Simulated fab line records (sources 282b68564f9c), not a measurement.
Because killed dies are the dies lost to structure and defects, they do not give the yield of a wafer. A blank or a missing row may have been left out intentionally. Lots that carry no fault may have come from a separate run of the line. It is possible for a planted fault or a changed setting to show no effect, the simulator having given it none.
fab line records	flow rit-cmos	part 1 of 2: steps 1 to 31 of 44
record: lots: 5	wafers: 15	last-day: 8
route steps=202 shown FOX2@80 GATE@81 REOX@98 NLDD@103 PLDD@114
lots with no fault: from the same line, run without faults
start-h: the number of hours between the record's first day and the start of the first shown wafer of the lot	wait-h: how many hours have passed since the lot's step before this one	" the same as in the row above	L1.1+2: one row covering several wafers at once	- no value, or no start was given	* or withheld: withheld	< > ~ a bound
route shown NAME@n: names a module that has steps shown in the file, with the first one's number in the route	usual: mean/standard deviation taken from wafers without a fault	same: alike in all rows	chamber/n: place in a boat	sites: the reading at each site	_std_site: standard deviation across them	_edge_site: inner sites' mean taken away from outer sites' mean	radius-mm: how far each site lies from the wafer's centre	mask NAME#n: copy n	behind: the most recent tool/chamber to have shaped the wafer	hold: reason for holding the lot/hours on hold/outcome of the hold	device: the n, p or np transistor that did not switch	end of line: the same wafers' tests at the end of the route	step lacking rows: just its recipe	killed: count of dies lost to structure and defects at first sort (not the wafer's yield)	map: a wafer's dies, marking killed ones x, the rest . and places with no die _
set.NAME: the setting the step ran with; set.NAME@STEP: the setting that earlier step ran with	model.NAME: the simulator's own value behind a step, which no gauge read
lots at selected steps of the route; one table per step, one row per wafer
services: when a tool's chamber went out of use (start-h, in hours from the record's first day, below 0 if earlier), for how many hours, and the reason
== steps ==
step: RIT_FOX2_THK_MEAS_91
recipe: reads: SiO2_of_FOX2_OXIDATION_00
usual: FIELD_OXIDE_LEFT_2_THK: 257/7.1
lot.wafer	tool	chamber	start-h	wait-h	FIELD_OXIDE_LEFT_2_THK[nm]
L076.1	film-metro-02	-	42.44	0.0	254
L076.2	"	-	"	"	261
L076.4	"	-	"	"	256
L086.1	film-metro-03	-	94.49	0.0	265
L086.2	"	-	"	"	258
L086.4	"	-	"	"	270
L087.1	film-metro-03	-	98.20	0.0	258
L087.2	"	-	"	"	260
L087.3	"	-	"	"	254
L088.1	film-metro-04	-	102.37	0.0	251
L088.2	"	-	"	"	251
L088.4	"	-	"	"	245
L097.1	film-metro-02	-	166.17	0.0	251
L097.5	"	-	"	"	249
L097.6	"	-	"	"	249
step: RIT_GATE_OXIDATION_05
recipe: temp-c: 900	ambient: O2	target-thk-a: 30	ox-time-s: 270
usual: zone-power-source-pct: 27.2/2.5
lot.wafer	tool	chamber	start-h	wait-h	zone-power-source-pct
L076.1	furnace-04	0	43.47	1.0	29.6
L076.2	"	0	"	"	29.4
L076.4	"	0	"	"	29.6
L086.1	furnace-03	0	95.48	1.0	23.7
L086.2	"	0	"	"	24.0
L086.4	"	0	"	"	23.5
L087.1	furnace-01	0	98.49	0.3	28.4
L087.2	"	0	"	"	28.0
L087.3	"	0	"	"	28.2
L088.1	furnace-03	0	102.43	0.1	23.9
L088.2	"	0	"	"	23.8
L088.4	"	0	"	"	24.3
L097.1	furnace-04	0	168.41	2.2	28.9
L097.5	"	0	"	"	29.2
L097.6	"	0	"	"	29.1
step: RIT_GATE_ANNEAL_06
recipe: temp-c: 900	time-s: 600	ambient: N2O
usual: zone-power-source-pct: 27.4/2.4
lot.wafer	tool	chamber	start-h	wait-h	zone-power-source-pct
L076.1	furnace-04	0	44.55	0.0	29.1
L076.2	"	0	"	"	29.0
L076.4	"	0	"	"	29.1
L086.1	furnace-03	0	96.56	0.0	23.8
L086.2	"	0	"	"	23.4
L086.4	"	0	"	"	23.8
L087.1	furnace-01	0	99.56	0.0	28.1
L087.2	"	0	"	"	28.2
L087.3	"	0	"	"	27.7
L088.1	furnace-04	0	103.99	0.5	29.1
L088.2	"	0	"	"	29.6
L088.4	"	0	"	"	29.8
L097.1	furnace-04	0	174.81	5.3	29.1
L097.5	"	0	"	"	29.2
L097.6	"	0	"	"	29.3
step: RIT_GATE_THK_MEAS_07
recipe: reads: SiO2_of_GATE_OXIDATION_05
usual: GATE_OXIDE_THK: 3.01/0.061
lot.wafer	tool	chamber	start-h	wait-h	GATE_OXIDE_THK[nm]
L076.1	film-metro-04	-	44.80	0.0	3.01
L076.2	"	-	"	"	3.01
L076.4	"	-	"	"	3.01
L086.1	film-metro-03	-	96.81	0.0	3.08
L086.2	"	-	"	"	3.09
L086.4	"	-	"	"	3.10
L087.1	film-metro-02	-	99.81	0.0	2.94
L087.2	"	-	"	"	3.03
L087.3	"	-	"	"	2.99
L088.1	film-metro-02	-	104.24	0.0	2.98
L088.2	"	-	"	"	2.98
L088.4	"	-	"	"	2.98
L097.1	film-metro-03	-	175.06	0.0	2.92
L097.5	"	-	"	"	2.92
L097.6	"	-	"	"	2.99
step: RIT_GATE_CVD_08
recipe: material: poly-Si	target-thk-nm: 250	temp-c: 610	precursor: SiH4	time-s: 2220	pressure-mtorr: 300	sih4-flow-sccm: 100
usual: zone-power-source-pct: 12.6/2.1
lot.wafer	tool	chamber	start-h	wait-h	zone-power-source-pct
L076.1	lpcvd-02	1	44.86	0.1	10.7
L076.2	"	1	"	"	10.7
L076.4	"	1	"	"	10.6
L086.1	lpcvd-01	0	96.87	0.1	15.4
L086.2	"	0	"	"	15.6
L086.4	"	0	"	"	15.7
L087.1	lpcvd-01	1	99.87	0.1	12.0
L087.2	"	1	"	"	12.2
L087.3	"	1	"	"	12.0
L088.1	lpcvd-01	0	104.30	0.1	15.4
L088.2	"	0	"	"	15.4
L088.4	"	0	"	"	15.7
L097.1	lpcvd-02	1	175.12	0.1	10.7
L097.5	"	1	"	"	10.7
L097.6	"	1	"	"	10.7
step: RIT_GATE_THK_MEAS_09
recipe: reads: poly-Si_of_GATE_CVD_08
usual: GATE_POLY_THK: 250.4/2
lot.wafer	tool	chamber	start-h	wait-h	GATE_POLY_THK[nm]
L076.1	film-metro-04	-	46.47	0.0	251.2
L076.2	"	-	"	"	250.1
L076.4	"	-	"	"	251.4
L086.1	film-metro-04	-	99.29	0.0	251.7
L086.2	"	-	"	"	250.8
L086.4	"	-	"	"	250.8
L087.1	film-metro-03	-	102.30	0.0	249.7
L087.2	"	-	"	"	249.7
L087.3	"	-	"	"	249.3
L088.1	film-metro-02	-	106.72	0.0	251.4
L088.2	"	-	"	"	252.3
L088.4	"	-	"	"	251.3
L097.1	film-metro-04	-	177.54	0.0	251.3
L097.5	"	-	"	"	251.6
L097.6	"	-	"	"	251.1
step: RIT_GATE_HMDS_10
recipe: prime-time-s: 60	prime-temp-c: 140
lot.wafer	tool	chamber	start-h	wait-h
L076.1+2+4	litho-track-04	0	46.53	0.1
L086.1+2+4	litho-track-02	0	99.39	0.1
L087.1+2+3	litho-track-02	0	102.36	0.1
L088.1+2+4	litho-track-02	0	106.78	0.1
L097.1+5+6	litho-track-01	0	177.60	0.1
step: RIT_GATE_COAT_11
recipe: resist: NOVOLAK	spin-rpm: 4250	resist-thk-nm: 850
usual: spin-speed-rpm: 4250.1/2.6
lot.wafer	tool	chamber	start-h	wait-h	spin-speed-rpm
L076.1	litho-track-04	0	46.68	0.1	4250.3
L076.2	"	0	"	"	4250.4
L076.4	"	0	"	"	4253.3
L086.1	litho-track-02	0	99.54	0.1	4248.1
L086.2	"	0	"	"	4248.6
L086.4	"	0	"	"	4248.6
L087.1	litho-track-02	0	102.51	0.1	4250.1
L087.2	"	0	"	"	4247.7
L087.3	"	0	"	"	4245.9
L088.1	litho-track-02	0	106.93	0.1	4251.5
L088.2	"	0	"	"	4250.6
L088.4	"	0	"	"	4251.6
L097.1	litho-track-01	0	177.75	0.1	4250.7
L097.5	"	0	"	"	4254.7
L097.6	"	0	"	"	4250.8
step: RIT_GATE_SOFTBAKE_12
recipe: resist: NOVOLAK	temp-c: 90	time-s: 60
lot.wafer	tool	chamber	start-h	wait-h
L076.1+2+4	litho-track-04	0	46.83	0.1
L086.1+2+4	litho-track-02	0	99.69	0.1
L087.1+2+3	litho-track-02	0	102.66	0.1
L088.1+2+4	litho-track-02	0	107.08	0.1
L097.1+5+6	litho-track-01	0	177.90	0.1
step: RIT_GATE_EXPOSE_13
recipe: mask-id: M6	na: 0.6	source-shape: conventional	sigma-outer: 0.6	target-cd-nm: 150	dose-mj: 385
usual: exposure-dose-mJ-cm2: 383.2/0.41
lot.wafer	tool	chamber	start-h	wait-h	mask	exposure-dose-mJ-cm2
L076.1	iline-stepper-01	0	47.11	0.2	M6#0	383.5
L076.2	"	0	"	"	M6#0	383.8
L076.4	"	0	"	"	M6#0	383.6
L086.1	iline-stepper-01	0	99.96	0.2	M6#0	383.0
L086.2	"	0	"	"	M6#0	383.3
L086.4	"	0	"	"	M6#0	383.1
L087.1	iline-stepper-01	0	102.81	0.1	M6#0	383.1
L087.2	"	0	"	"	M6#0	383.2
L087.3	"	0	"	"	M6#0	383.6
L088.1	iline-stepper-01	0	107.23	0.1	M6#0	382.9
L088.2	"	0	"	"	M6#0	383.0
L088.4	"	0	"	"	M6#0	382.8
L097.1	iline-stepper-01	0	178.18	0.2	M6#0	383.3
L097.5	"	0	"	"	M6#0	383.0
L097.6	"	0	"	"	M6#0	382.9
step: RIT_GATE_PEB_14
recipe: resist: NOVOLAK	temp-c: withheld	time-s: withheld
lot.wafer	tool	chamber	start-h	wait-h
L076.1+2+4	litho-track-01	0	47.23	0.1
L086.1+2+4	litho-track-02	0	100.08	0.1
L087.1+2+3	litho-track-04	0	102.92	0.1
L088.1+2+4	litho-track-04	0	107.35	0.1
L097.1+5+6	litho-track-01	0	178.29	0.1
step: RIT_GATE_DEVELOP_15
recipe: resist: NOVOLAK	develop-time-s: 50	dev-temp-c: 23.72
same: develop-time-s: 50
lot.wafer	tool	chamber	start-h	wait-h
L076.1+2+4	litho-track-01	0	-	-
L086.1+2+4	litho-track-02	0	-	-
L087.1+2+3	litho-track-04	0	-	-
L088.1+2+4	litho-track-04	0	-	-
L097.1+5+6	litho-track-01	0	-	-
step: RIT_GATE_CD_MEAS_16
recipe: target-cd-nm: 150
usual: cd-nm: 150.1/2.4
lot.wafer	tool	chamber	start-h	wait-h	cd-nm
L076.1	cd-sem-02	-	47.51	-	148.3
L076.2	"	-	"	"	146.5
L076.4	"	-	"	"	145.4
L086.1	cd-sem-02	-	100.36	-	144.1
L086.2	"	-	"	"	146.8
L086.4	"	-	"	"	147.4
L087.1	cd-sem-01	-	103.21	-	150.7
L087.2	"	-	"	"	150.4
L087.3	"	-	"	"	150.7
L088.1	cd-sem-01	-	107.63	-	151.5
L088.2	"	-	"	"	150.5
L088.4	"	-	"	"	150.1
L097.1	cd-sem-01	-	178.58	-	154.0
L097.5	"	-	"	"	152.6
L097.6	"	-	"	"	152.5
step: RIT_GATE_OVL_MEAS_17
usual: GATE_OVL: 0.8/1.2
lot.wafer	tool	chamber	start-h	wait-h	GATE_OVL[nm]
L076.1	overlay-01	-	47.63	0.1	1.5
L076.2	"	-	"	"	1.9
L076.4	"	-	"	"	-0.5
L086.1	overlay-01	-	100.48	0.1	2.0
L086.2	"	-	"	"	2.2
L086.4	"	-	"	"	1.6
L087.1	overlay-02	-	103.33	0.1	1.1
L087.2	"	-	"	"	0.8
L087.3	"	-	"	"	-0.4
L088.1	overlay-01	-	107.75	0.1	1.1
L088.2	"	-	"	"	2.2
L088.4	"	-	"	"	1.8
L097.1	overlay-02	-	178.70	0.1	-0.2
L097.5	"	-	"	"	0.0
L097.6	"	-	"	"	0.3
step: RIT_GATE_HARDBAKE_18
recipe: resist: NOVOLAK	temp-c: 140	time-s: 60
lot.wafer	tool	chamber	start-h	wait-h
L076.1+2+4	litho-track-04	0	47.66	0.0
L086.1+2+4	litho-track-04	0	100.52	0.0
L087.1+2+3	litho-track-04	0	103.36	0.0
L088.1+2+4	litho-track-02	0	107.84	0.1
L097.1+5+6	litho-track-01	0	178.73	0.0
step: RIT_GATE_ETCH_19
recipe: chemistry: SF6/CHF3/O2	time-s: 165	SF6_flow_sccm: 30	CHF3_flow_sccm: 30	O2_flow_sccm: 5	target: poly-Si	pressure-mtorr: 40	rf-w: 160	target-depth-a: 3125	over-etch-frac: 0.25	stop-on: SiO2
usual: drypump-motor-current-A: 5.6/0.32	oes-product-au: 0.841/0.013	rf-fwd-power-W: 159.5/0.62	throttle-valve-pct: 10.18/0.22
lot.wafer	tool	chamber	start-h	wait-h	drypump-motor-current-A	oes-product-au	rf-fwd-power-W	rf-hours-counter-h	throttle-valve-pct
L076.1	rie-si-01	1	47.81	0.1	5.4	0.847	159.6	3	9.99
L076.2	"	3	"	"	5.4	0.820	160.6	0	10.53
L076.4	"	2	"	"	5.4	0.855	159.6	1	9.98
L086.1	rie-si-01	1	100.67	0.1	5.4	0.848	159.2	4	9.99
L086.2	"	3	"	"	5.4	0.817	159.2	1	10.53
L086.4	"	0	"	"	6.0	0.846	160.4	56	10.42
L087.1	rie-si-02	3	103.51	0.1	6.3	0.818	160.8	146	10.18
L087.2	"	0	"	"	5.3	0.850	159.2	54	10.32
L087.3	"	2	"	"	5.4	0.837	159.6	150	10.06
L088.1	rie-si-01	2	107.99	0.1	5.4	0.861	160.0	1	10.00
L088.2	"	1	"	"	5.4	0.851	159.4	4	10.00
L088.4	"	3	"	"	5.4	0.835	160.1	1	10.53
L097.1	rie-si-01	1	178.88	0.1	5.4	0.852	159.3	4	9.99
L097.5	"	2	"	"	5.4	0.858	160.8	-	9.98
L097.6	"	3	"	"	5.4	0.832	159.4	-	10.53
step: RIT_GATE_STRIP_20
recipe: chemistry: O2	time-s: 180	resist: NOVOLAK	platen-temp-c: withheld	power-w: 500	pressure-mtorr: 4000	o2-flow-sccm: 4000
usual: drypump-motor-current-A: 5.5/0.32
lot.wafer	tool	chamber	start-h	wait-h	drypump-motor-current-A	rf-hours-counter-h
L076.1	plasma-asher-01	1	47.92	0.1	5.3	38
L076.2	"	0	"	"	5.7	38
L076.4	"	1	"	"	5.3	-
L086.1	plasma-asher-01	0	100.78	0.1	5.7	44
L086.2	"	1	"	"	5.3	44
L086.4	"	0	"	"	5.7	-
L087.1	plasma-asher-03	0	103.62	0.1	6.2	44
L087.2	"	1	"	"	6.1	44
L087.3	"	0	"	"	6.2	-
L088.1	plasma-asher-01	0	108.10	0.1	5.8	45
L088.2	"	1	"	"	5.3	45
L088.4	"	1	"	"	5.3	-
L097.1	plasma-asher-01	0	178.99	0.1	5.7	51
L097.5	"	0	"	"	5.8	-
L097.6	"	1	"	"	5.3	-
step: RIT_GATE_CD_MEAS_90
recipe: target-cd-nm: 150
usual: cd-nm: 150.2/2.4
lot.wafer	tool	chamber	start-h	wait-h	cd-nm
L076.1	cd-sem-01	-	48.10	0.1	148.1
L076.2	"	-	"	"	146.6
L076.4	"	-	"	"	145.5
L086.1	cd-sem-02	-	100.95	0.1	143.7
L086.2	"	-	"	"	146.7
L086.4	"	-	"	"	147.7
L087.1	cd-sem-02	-	103.80	0.1	150.8
L087.2	"	-	"	"	150.3
L087.3	"	-	"	"	150.7
L088.1	cd-sem-02	-	108.28	0.1	151.3
L088.2	"	-	"	"	150.9
L088.4	"	-	"	"	149.6
L097.1	cd-sem-02	-	179.17	0.1	153.4
L097.5	"	-	"	"	153.1
L097.6	"	-	"	"	152.5
step: RIT_REOX_CLEAN_00
recipe: chemistry: SC1	mix: 3:3:50	time-s: 600	temp-c: 75
lot.wafer	tool	chamber	start-h	wait-h
L076.1+2+4	wet-bench-01	3	48.22	0.1
L086.1+2+4	wet-bench-03	3	101.07	0.1
L087.1+2+3	wet-bench-02	0	103.92	0.1
L088.1+2+4	wet-bench-02	0	108.40	0.1
L097.1+5+6	wet-bench-03	1	179.29	0.1
step: RIT_REOX_CLEAN_01
recipe: chemistry: dHF	dilution: 50:1	time-s: 30
lot.wafer	tool	chamber	start-h	wait-h
L076.1+2+4	wet-bench-03	2	48.39	0.0
L086.1+2+4	wet-bench-01	0	101.25	0.0
L087.1+2+3	wet-bench-03	2	104.09	0.0
L088.1+2+4	wet-bench-02	1	108.57	0.0
L097.1+5+6	wet-bench-01	2	179.48	0.0
step: RIT_REOX_CLEAN_02
recipe: chemistry: SC2	mix: 3:3:50	time-s: 600	temp-c: 75	dry: n2-spin
lot.wafer	tool	chamber	start-h	wait-h
L076.1+2+4	wet-bench-02	2	48.41	0.0
L086.1+2+4	wet-bench-02	1	101.26	0.0
L087.1+2+3	wet-bench-02	0	104.11	0.0
L088.1+2+4	wet-bench-02	1	108.59	0.0
L097.1+5+6	wet-bench-02	3	179.49	0.0
step: RIT_REOX_OXIDATION_03
recipe: temp-c: 900	ambient: O2	target-thk-a: 252	ox-time-s: 5580
usual: zone-power-source-pct: 27.1/2.6
lot.wafer	tool	chamber	start-h	wait-h	zone-power-source-pct
L076.1	furnace-01	0	49.67	1.1	27.9
L076.2	"	0	"	"	28.0
L076.4	"	0	"	"	27.9
L086.1	furnace-04	0	101.44	0.0	28.9
L086.2	"	0	"	"	29.4
L086.4	"	0	"	"	29.8
L087.1	furnace-04	0	104.29	0.0	29.2
L087.2	"	0	"	"	29.9
L087.3	"	0	"	"	29.8
L088.1	furnace-01	0	108.76	0.0	27.5
L088.2	"	0	"	"	28.2
L088.4	"	0	"	"	28.3
L097.1	furnace-03	0	180.59	0.9	24.0
L097.5	"	0	"	"	23.6
L097.6	"	0	"	"	24.1
step: RIT_REOX_THK_MEAS_04
recipe: reads: SiO2_of_REOX_OXIDATION_03
usual: REOX_OXIDE_THK: 25.3/0.53
lot.wafer	tool	chamber	start-h	wait-h	REOX_OXIDE_THK[nm]
L076.1	film-metro-04	-	52.22	0.0	25.3
L076.2	"	-	"	"	25.4
L076.4	"	-	"	"	25.0
L086.1	film-metro-03	-	103.99	0.0	25.8
L086.2	"	-	"	"	25.9
L086.4	"	-	"	"	25.7
L087.1	film-metro-01	-	106.84	0.0	25.1
L087.2	"	-	"	"	25.5
L087.3	"	-	"	"	25.1
L088.1	film-metro-04	-	111.31	0.0	24.8
L088.2	"	-	"	"	24.2
L088.4	"	-	"	"	24.6
L097.1	film-metro-04	-	183.14	0.0	25.6
L097.5	"	-	"	"	25.7
L097.6	"	-	"	"	25.4
step: RIT_NLDD_HMDS_00
recipe: prime-time-s: 60	prime-temp-c: 140
lot.wafer	tool	chamber	start-h	wait-h
L076.1+2+4	litho-track-01	0	52.28	0.1
L086.1+2+4	litho-track-01	0	104.05	0.1
L087.1+2+3	litho-track-03	0	107.08	0.2
L088.1+2+4	litho-track-01	0	111.37	0.1
L097.1+5+6	litho-track-02	0	183.20	0.1
step: RIT_NLDD_COAT_01
recipe: resist: NOVOLAK	spin-rpm: 3250	resist-thk-nm: 988.5
usual: spin-speed-rpm: 3250.2/2.5
lot.wafer	tool	chamber	start-h	wait-h	spin-speed-rpm
L076.1	litho-track-01	0	52.43	0.1	3250.2
L076.2	"	0	"	"	3246.4
L076.4	"	0	"	"	3253.8
L086.1	litho-track-01	0	104.20	0.1	3255.9
L086.2	"	0	"	"	3252.2
L086.4	"	0	"	"	3250.8
L087.1	litho-track-03	0	107.23	0.1	3246.3
L087.2	"	0	"	"	3249.1
L087.3	"	0	"	"	3248.6
L088.1	litho-track-01	0	111.52	0.1	3254.3
L088.2	"	0	"	"	3249.3
L088.4	"	0	"	"	3249.6
L097.1	litho-track-02	0	183.35	0.1	3250.0
L097.5	"	0	"	"	3251.8
L097.6	"	0	"	"	3249.9
step: RIT_NLDD_SOFTBAKE_02
recipe: resist: NOVOLAK	temp-c: 90	time-s: 60
lot.wafer	tool	chamber	start-h	wait-h
L076.1+2+4	litho-track-01	0	52.58	0.1
L086.1+2+4	litho-track-01	0	104.35	0.1
L087.1+2+3	litho-track-03	0	107.38	0.1
L088.1+2+4	litho-track-01	0	111.67	0.1
L097.1+5+6	litho-track-02	0	183.50	0.1
step: RIT_NLDD_EXPOSE_03
recipe: mask-id: M7	na: 0.57	target-cd-nm: 40700	dose-mj: 250
usual: exposure-dose-mJ-cm2: 249.98/0.21
lot.wafer	tool	chamber	start-h	wait-h	mask	exposure-dose-mJ-cm2
L076.1	iline-stepper-02	0	52.73	0.1	M7#0	249.98
L076.2	"	0	"	"	M7#0	250.09
L076.4	"	0	"	"	M7#0	249.86
L086.1	iline-stepper-01	0	104.62	0.2	M7#0	249.84
L086.2	"	0	"	"	M7#0	249.73
L086.4	"	0	"	"	M7#0	249.73
L087.1	iline-stepper-01	0	107.53	0.1	M7#0	249.93
L087.2	"	0	"	"	M7#0	250.35
L087.3	"	0	"	"	M7#0	249.78
L088.1	iline-stepper-01	0	111.82	0.1	M7#0	250.16
L088.2	"	0	"	"	M7#0	249.85
L088.4	"	0	"	"	M7#0	250.12
L097.1	iline-stepper-01	0	183.65	0.1	M7#0	249.72
L097.5	"	0	"	"	M7#0	250.07
L097.6	"	0	"	"	M7#0	249.94
step: RIT_NLDD_PEB_04
recipe: resist: NOVOLAK	temp-c: withheld	time-s: withheld
lot.wafer	tool	chamber	start-h	wait-h
L076.1+2+4	litho-track-03	0	52.85	0.1
L086.1+2+4	litho-track-03	0	104.74	0.1
L087.1+2+3	litho-track-01	0	107.69	0.1
L088.1+2+4	litho-track-03	0	111.94	0.1
L097.1+5+6	litho-track-02	0	183.77	0.1
step: RIT_NLDD_DEVELOP_05
recipe: resist: NOVOLAK	develop-time-s: 50	dev-temp-c: 23
same: develop-time-s: 50
lot.wafer	tool	chamber	start-h	wait-h
L076.1+2+4	litho-track-03	0	-	-
L086.1+2+4	litho-track-03	0	-	-
L087.1+2+3	litho-track-01	0	-	-
L088.1+2+4	litho-track-03	0	-	-
L097.1+5+6	litho-track-02	0	-	-
step: RIT_NLDD_OVL_MEAS_06
usual: NLDD_OVL: 1.1/1.4
lot.wafer	tool	chamber	start-h	wait-h	NLDD_OVL[nm]
L076.1	overlay-01	-	53.13	-	3.2
L076.2	"	-	"	"	2.7
L076.4	"	-	"	"	4.0
L086.1	overlay-02	-	105.02	-	2.6
L086.2	"	-	"	"	2.3
L086.4	"	-	"	"	1.0
L087.1	overlay-02	-	107.98	-	1.7
L087.2	"	-	"	"	2.0
L087.3	"	-	"	"	0.7
L088.1	overlay-01	-	112.22	-	1.0
L088.2	"	-	"	"	-1.4
L088.4	"	-	"	"	-0.5
L097.1	overlay-01	-	184.05	-	0.9
L097.5	"	-	"	"	1.8
L097.6	"	-	"	"	1.4
step: RIT_NLDD_HARDBAKE_07
recipe: resist: NOVOLAK	temp-c: 140	time-s: 60
lot.wafer	tool	chamber	start-h	wait-h
L076.1+2+4	litho-track-02	0	53.17	0.0
L086.1+2+4	litho-track-02	0	105.06	0.0
L087.1+2+3	litho-track-01	0	108.01	0.0
L088.1+2+4	litho-track-02	0	112.34	0.1
L097.1+5+6	litho-track-03	0	184.09	0.0
